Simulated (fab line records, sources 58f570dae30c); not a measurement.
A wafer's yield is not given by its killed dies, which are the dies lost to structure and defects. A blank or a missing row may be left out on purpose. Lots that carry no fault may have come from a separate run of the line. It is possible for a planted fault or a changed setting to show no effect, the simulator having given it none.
Which tool was responsible? || flow berkeleyCmos170 || Sampling: 15 lots, 45 wafers, 5 of 331 route steps

== WHAT THE GAUGES READ, wafer by wafer ==
UCB170_NVT_OVL_MEAS_06. Usual: NVT_OVL gives -3 nm (standard deviation 4.3).
{"lot": "L955", "measured": "day 6 05:18", "on": "overlay-01", "NVT_OVL (nm)": "1 7 0", "flag": ""}
{"lot": "L958", "measured": "day 6 19:12", "on": "overlay-01", "NVT_OVL (nm)": "-1 -6 -7", "flag": ""}
{"lot": "L957", "measured": "day 6 19:26", "on": "overlay-01", "NVT_OVL (nm)": "3 -5 -13", "flag": ""}
{"lot": "L956", "measured": "day 6 19:33", "on": "overlay-01", "NVT_OVL (nm)": "-5 -3 -6", "flag": ""}
{"lot": "L959", "measured": "day 7 07:15", "on": "overlay-02", "NVT_OVL (nm)": "-5 -6 -2", "flag": ""}
{"lot": "L962", "measured": "day 7 19:37", "on": "overlay-02", "NVT_OVL (nm)": "0 -5 -1", "flag": ""}
{"lot": "L963", "measured": "day 7 19:50", "on": "overlay-01", "NVT_OVL (nm)": "4 -3 2", "flag": ""}
{"lot": "L965", "measured": "day 8 23:55", "on": "overlay-01", "NVT_OVL (nm)": "-5 -4 -6", "flag": ""}
{"lot": "L964", "measured": "day 9 00:11", "on": "overlay-02", "NVT_OVL (nm)": "2 -2 5", "flag": ""}
{"lot": "L969", "measured": "day 9 11:00", "on": "overlay-01", "NVT_OVL (nm)": "3 1 -1", "flag": ""}
{"lot": "L966", "measured": "day 9 11:13", "on": "overlay-02", "NVT_OVL (nm)": "-11 -13 -10", "flag": ""}
{"lot": "L973", "measured": "day 10 05:03", "on": "overlay-01", "NVT_OVL (nm)": "3 4 1", "flag": ""}
{"lot": "L971", "measured": "day 10 16:13", "on": "overlay-01", "NVT_OVL (nm)": "1 -8 -3", "flag": ""}
{"lot": "L975", "measured": "day 10 16:20", "on": "overlay-02", "NVT_OVL (nm)": "-1 -5 -1", "flag": ""}
{"lot": "L974", "measured": "day 10 17:03", "on": "overlay-01", "NVT_OVL (nm)": "-5 -2 -5", "flag": ""}

UCB170_NLDD_CD_MEAS_06 targets a cd of 1200 nm. Usual: cdNm 1200.5 nm, standard deviation 1.3.
{"lot": "L955", "measured": "day 7 05:41", "on": "cdSem-01", "cdNm (nm)": "1200.5 1201.2 1200.7", "flag": ""}
{"lot": "L958", "measured": "day 7 14:05", "on": "cdSem-02", "cdNm (nm)": "1197.2 1197.9 1198.6", "flag": ""}
{"lot": "L957", "measured": "day 7 15:15", "on": "cdSem-02", "cdNm (nm)": "1201.4 1200.0 1200.6", "flag": ""}
{"lot": "L956", "measured": "day 7 14:58", "on": "cdSem-01", "cdNm (nm)": "1200.1 1198.8 1198.2", "flag": ""}
{"lot": "L959", "measured": "day 8 11:59", "on": "cdSem-02", "cdNm (nm)": "1199.0 1198.8 1199.4", "flag": ""}
{"lot": "L962", "measured": "day 8 22:29", "on": "cdSem-01", "cdNm (nm)": "1141.6 1140.8 1141.6", "flag": "OFF"}
{"lot": "L963", "measured": "day 8 21:55", "on": "cdSem-02", "cdNm (nm)": "1201.8 1199.5 1201.4", "flag": ""}
{"lot": "L965", "measured": "day 9 22:48", "on": "cdSem-01", "cdNm (nm)": "1199.2 1200.3 1200.4", "flag": ""}
{"lot": "L964", "measured": "day 9 22:34", "on": "cdSem-02", "cdNm (nm)": "1140.9 1141.0 1143.3", "flag": "OFF"}
{"lot": "L969", "measured": "day 10 07:41", "on": "cdSem-01", "cdNm (nm)": "1200.0 1201.6 1202.0", "flag": ""}
{"lot": "L966", "measured": "day 10 08:11", "on": "cdSem-01", "cdNm (nm)": "1147.4 1148.4 1147.9", "flag": "OFF"}
{"lot": "L973", "measured": "day 11 02:13", "on": "cdSem-01", "cdNm (nm)": "1200.9 1200.0 1200.5", "flag": ""}
{"lot": "L971", "measured": "day 11 14:36", "on": "cdSem-01", "cdNm (nm)": "1204.0 1202.8 1202.2", "flag": ""}
{"lot": "L975", "measured": "day 11 14:09", "on": "cdSem-01", "cdNm (nm)": "1200.7 1200.5 1201.9", "flag": ""}
{"lot": "L974", "measured": "day 11 13:50", "on": "cdSem-01", "cdNm (nm)": "1201.5 1200.2 1200.6", "flag": ""}

UCB170_V1_THK_MEAS_01. Usual: V1_TEOS_THK gives 1988 nm (standard deviation 26).
{"lot": "L955", "measured": "day 8 04:58", "on": "filmMetro-03", "V1_TEOS_THK (nm)": "2012 1994 1988", "flag": ""}
{"lot": "L958", "measured": "day 8 10:06", "on": "filmMetro-04", "V1_TEOS_THK (nm)": "1964 1959 2004", "flag": ""}
{"lot": "L957", "measured": "day 8 11:26", "on": "filmMetro-03", "V1_TEOS_THK (nm)": "1987 2034 2024", "flag": ""}
{"lot": "L956", "measured": "day 8 12:57", "on": "filmMetro-02", "V1_TEOS_THK (nm)": "1973 1974 2007", "flag": ""}
{"lot": "L959", "measured": "day 9 11:59", "on": "filmMetro-04", "V1_TEOS_THK (nm)": "1999 2009 2024", "flag": ""}
{"lot": "L962", "measured": "day 9 23:29", "on": "filmMetro-02", "V1_TEOS_THK (nm)": "1995 2015 2029", "flag": ""}
{"lot": "L963", "measured": "day 9 22:09", "on": "filmMetro-02", "V1_TEOS_THK (nm)": "1972 2009 1993", "flag": ""}
{"lot": "L965", "measured": "day 11 00:24", "on": "filmMetro-03", "V1_TEOS_THK (nm)": "2006 2023 2009", "flag": ""}
{"lot": "L964", "measured": "day 10 23:04", "on": "filmMetro-04", "V1_TEOS_THK (nm)": "1969 1993 1993", "flag": ""}
{"lot": "L969", "measured": "day 11 05:55", "on": "filmMetro-03", "V1_TEOS_THK (nm)": "1921 1959 1957", "flag": ""}
{"lot": "L966", "measured": "day 11 07:10", "on": "filmMetro-03", "V1_TEOS_THK (nm)": "1983 1999 2011", "flag": ""}
{"lot": "L973", "measured": "day 12 00:19", "on": "filmMetro-04", "V1_TEOS_THK (nm)": "1998 2020 2011", "flag": ""}
{"lot": "L971", "measured": "day 12 14:08", "on": "filmMetro-03", "V1_TEOS_THK (nm)": "1985 2000 2024", "flag": ""}
{"lot": "L975", "measured": "day 12 12:50", "on": "filmMetro-03", "V1_TEOS_THK (nm)": "2002 2003 2052", "flag": ""}
{"lot": "L974", "measured": "day 12 10:17", "on": "filmMetro-04", "V1_TEOS_THK (nm)": "1964 1965 1994", "flag": ""}

== WHAT TOOL EACH LOT RAN ON (gives the tool, then ch and the chambers of the sampled wafers, and finally the start) ==
{"lot": "L955", "UCB170_NLDD_PEB_04": "lithoTrack-04 ch 0, day 7 05:25", "UCB170_M1_SPUTTER_00": "pvdSputter-01, day 8 00:47"}
{"lot": "L958", "UCB170_NLDD_PEB_04": "lithoTrack-01 ch 0, day 7 13:49", "UCB170_M1_SPUTTER_00": "pvdSputter-01, day 8 06:47"}
{"lot": "L957", "UCB170_NLDD_PEB_04": "lithoTrack-04 ch 0, day 7 14:59", "UCB170_M1_SPUTTER_00": "pvdSputter-04, day 8 07:23"}
{"lot": "L956", "UCB170_NLDD_PEB_04": "lithoTrack-04 ch 0, day 7 14:41", "UCB170_M1_SPUTTER_00": "pvdSputter-04, day 8 09:15"}
{"lot": "L959", "UCB170_NLDD_PEB_04": "lithoTrack-03 ch 0, day 8 11:43", "UCB170_M1_SPUTTER_00": "pvdSputter-01, day 9 08:21"}
{"lot": "L962", "UCB170_NLDD_PEB_04": "lithoTrack-03 ch 0, day 8 22:13", "UCB170_M1_SPUTTER_00": "pvdSputter-04, day 9 18:13"}
{"lot": "L963", "UCB170_NLDD_PEB_04": "lithoTrack-03 ch 0, day 8 21:38", "UCB170_M1_SPUTTER_00": "pvdSputter-02, day 9 18:13"}
{"lot": "L965", "UCB170_NLDD_PEB_04": "lithoTrack-01 ch 0, day 9 22:32", "UCB170_M1_SPUTTER_00": "pvdSputter-01, day 10 19:28"}
{"lot": "L964", "UCB170_NLDD_PEB_04": "lithoTrack-03 ch 0, day 9 22:17", "UCB170_M1_SPUTTER_00": "pvdSputter-02, day 10 19:28"}
{"lot": "L969", "UCB170_NLDD_PEB_04": "lithoTrack-01 ch 0, day 10 07:24", "UCB170_M1_SPUTTER_00": "pvdSputter-01, day 11 01:55"}
{"lot": "L966", "UCB170_NLDD_PEB_04": "lithoTrack-03 ch 0, day 10 07:55", "UCB170_M1_SPUTTER_00": "pvdSputter-02, day 11 03:04"}
{"lot": "L973", "UCB170_NLDD_PEB_04": "lithoTrack-01 ch 0, day 11 01:57", "UCB170_M1_SPUTTER_00": "pvdSputter-01, day 11 20:31"}
{"lot": "L971", "UCB170_NLDD_PEB_04": "lithoTrack-01 ch 0, day 11 14:20", "UCB170_M1_SPUTTER_00": "pvdSputter-04, day 12 09:51"}
{"lot": "L975", "UCB170_NLDD_PEB_04": "lithoTrack-04 ch 0, day 11 13:53", "UCB170_M1_SPUTTER_00": "pvdSputter-01, day 12 09:13"}
{"lot": "L974", "UCB170_NLDD_PEB_04": "lithoTrack-04 ch 0, day 11 13:34", "UCB170_M1_SPUTTER_00": "pvdSputter-04, day 12 06:48"}
- UCB170_NLDD_PEB_04
- UCB170_M1_SPUTTER_00: material Al, target thk 600 nm, time 80 s.

== WHAT THE TOOLS THEMSELVES READ (means of the sampled wafers that have a number; where no wafer has one, the mark that the record gives instead) ==
UCB170_NLDD_PEB_04. Usual: heaterPowerTotalW 56.80 W, standard deviation 0.044.
{"lot": "L955", "tool": "lithoTrack-04", "heaterPowerTotalW (W)": 56.80, "flag": ""}
{"lot": "L958", "tool": "lithoTrack-01", "heaterPowerTotalW (W)": 56.79, "flag": ""}
{"lot": "L957", "tool": "lithoTrack-04", "heaterPowerTotalW (W)": 56.82, "flag": ""}
{"lot": "L956", "tool": "lithoTrack-04", "heaterPowerTotalW (W)": 56.78, "flag": ""}
{"lot": "L959", "tool": "lithoTrack-03", "heaterPowerTotalW (W)": 56.83, "flag": ""}
{"lot": "L962", "tool": "lithoTrack-03", "heaterPowerTotalW (W)": 70.56, "flag": "OFF"}
{"lot": "L963", "tool": "lithoTrack-03", "heaterPowerTotalW (W)": 56.79, "flag": ""}
{"lot": "L965", "tool": "lithoTrack-01", "heaterPowerTotalW (W)": 56.81, "flag": ""}
{"lot": "L964", "tool": "lithoTrack-03", "heaterPowerTotalW (W)": 70.56, "flag": "OFF"}
{"lot": "L969", "tool": "lithoTrack-01", "heaterPowerTotalW (W)": 56.82, "flag": ""}
{"lot": "L966", "tool": "lithoTrack-03", "heaterPowerTotalW (W)": 70.58, "flag": "OFF"}
{"lot": "L973", "tool": "lithoTrack-01", "heaterPowerTotalW (W)": 56.82, "flag": ""}
{"lot": "L971", "tool": "lithoTrack-01", "heaterPowerTotalW (W)": 56.80, "flag": ""}
{"lot": "L975", "tool": "lithoTrack-04", "heaterPowerTotalW (W)": 56.82, "flag": ""}
{"lot": "L974", "tool": "lithoTrack-04", "heaterPowerTotalW (W)": 56.80, "flag": ""}

UCB170_M1_SPUTTER_00. Usual: throttleValvePct 30.2 %, standard deviation 1.5.
{"lot": "L955", "tool": "pvdSputter-01", "throttleValvePct (%)": 30.5, "flag": ""}
{"lot": "L958", "tool": "pvdSputter-01", "throttleValvePct (%)": 29.0, "flag": ""}
{"lot": "L957", "tool": "pvdSputter-04", "throttleValvePct (%)": 30.4, "flag": ""}
{"lot": "L956", "tool": "pvdSputter-04", "throttleValvePct (%)": 28.6, "flag": ""}
{"lot": "L959", "tool": "pvdSputter-01", "throttleValvePct (%)": 29.2, "flag": ""}
{"lot": "L962", "tool": "pvdSputter-04", "throttleValvePct (%)": 30.3, "flag": ""}
{"lot": "L963", "tool": "pvdSputter-02", "throttleValvePct (%)": 30.5, "flag": ""}
{"lot": "L965", "tool": "pvdSputter-01", "throttleValvePct (%)": 30.5, "flag": ""}
{"lot": "L964", "tool": "pvdSputter-02", "throttleValvePct (%)": 30.0, "flag": ""}
{"lot": "L969", "tool": "pvdSputter-01", "throttleValvePct (%)": 29.0, "flag": ""}
{"lot": "L966", "tool": "pvdSputter-02", "throttleValvePct (%)": 30.4, "flag": ""}
{"lot": "L973", "tool": "pvdSputter-01", "throttleValvePct (%)": 28.9, "flag": ""}
{"lot": "L971", "tool": "pvdSputter-04", "throttleValvePct (%)": 29.2, "flag": ""}
{"lot": "L975", "tool": "pvdSputter-01", "throttleValvePct (%)": 29.8, "flag": ""}
{"lot": "L974", "tool": "pvdSputter-04", "throttleValvePct (%)": 30.3, "flag": ""}

== THE ANSWER, worked out from the rows above alone ==
Rule: a lot counts as off when the mean over its wafers that have a number is more than 3 standard deviations away from the usual mean. A lot without any number at a reading at which 4 lots or more have one is off too. All remaining lots with rows at the step are treated as sound. The gauges are gone through in route order, then the tools' own readings, and for those a lot's mean is taken as printed above. At the first step where some lot is off, the reading lying furthest off is the one used; lots without a number count as furthest.
Off: L962, L964, L966 (UCB170_NLDD_CD_MEAS_06, cdNm).
A tool fits if, at a process step before that reading, it ran every lot that is off, and no sound lot after the first of them. The gauges at UCB170_NLDD_CD_MEAS_06 aren't tried: what is off there is off at UCB170_NLDD_PEB_04 too, on other tools, and a gauge's error can't cause that. One candidate fits, namely lithoTrack-03 at UCB170_NLDD_PEB_04. A fault onset in the window from L963 (day 8 21:38, its last sound lot) to L962 (day 8 22:13, its first lot off) fits.
On the lots that are off, the tool's own readings at UCB170_NLDD_PEB_04 differ by more than 5 times the standard deviation of the sound lots' means, which bears it out; heaterPowerTotalW reads 70.57 W there versus 56.81 W on the sound lots.

== WHAT WAS PUT IN BY THE SIMULATOR ==
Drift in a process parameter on lithoTrack-03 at UCB170_NLDD_PEB_04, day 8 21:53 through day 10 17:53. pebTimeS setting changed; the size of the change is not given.
Shown lots that were struck: L962, L964, L966. The rule above reached the same finding.
